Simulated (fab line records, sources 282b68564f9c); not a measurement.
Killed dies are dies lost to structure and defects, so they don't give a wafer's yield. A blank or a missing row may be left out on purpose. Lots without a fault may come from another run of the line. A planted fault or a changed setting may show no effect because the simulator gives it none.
Chamber matching | flow rit_cmos | RIT_GATE_ETCH_19 on rie_si-02: 4 sister chambers
The step etches poly-Si in SF6/CHF3/O2, stops on SiO2, time 165 s, target depth 312.5 nm. 4 wafers are shown with their chamber, then 7 later ones without.

WAFERS WITH THEIR CHAMBER
wafer  | chamber | throttle_valve_pct (%)
L735.4 | 1       | 10.33
L735.6 | 0       | 10.27
L739.1 | 2       | 10.40
L739.2 | 3       | 10.47

WAFERS WITHOUT THEIR CHAMBER
wafer  | throttle_valve_pct (%)
L739.3 | 10.33
L743.1 | 10.32
L743.2 | 10.26
L743.5 | 10.25
L749.4 | 10.35
L749.5 | 10.48
L749.6 | 10.26

WHICH CHAMBER EACH WENT THROUGH
wafer  | from the rows above | in truth
L739.3 | 1                   | 1
L743.1 | 1                   | 1
L743.2 | 0                   | 0
L743.5 | 0                   | 0
L749.4 | 1                   | 1
L749.5 | 3                   | 3
L749.6 | 0                   | 0
Placed correctly: 7 of 7. Can't be placed from these rows: 0. Placed wrongly: 0.
How it was worked out, from the rows above alone: a wafer's distance from a chamber is the root of the sum, over the readings, of the square of ((its reading less the chamber's mean) divided by the reading's scatter). The wafer belongs to the nearest chamber; if the next one is less than 2 further off, it can't be placed. A chamber's mean is the mean of its shown wafers. The scatter: with one shown wafer a chamber, the root of the mean of the squares of how far each hidden wafer lies from its nearest shown one.
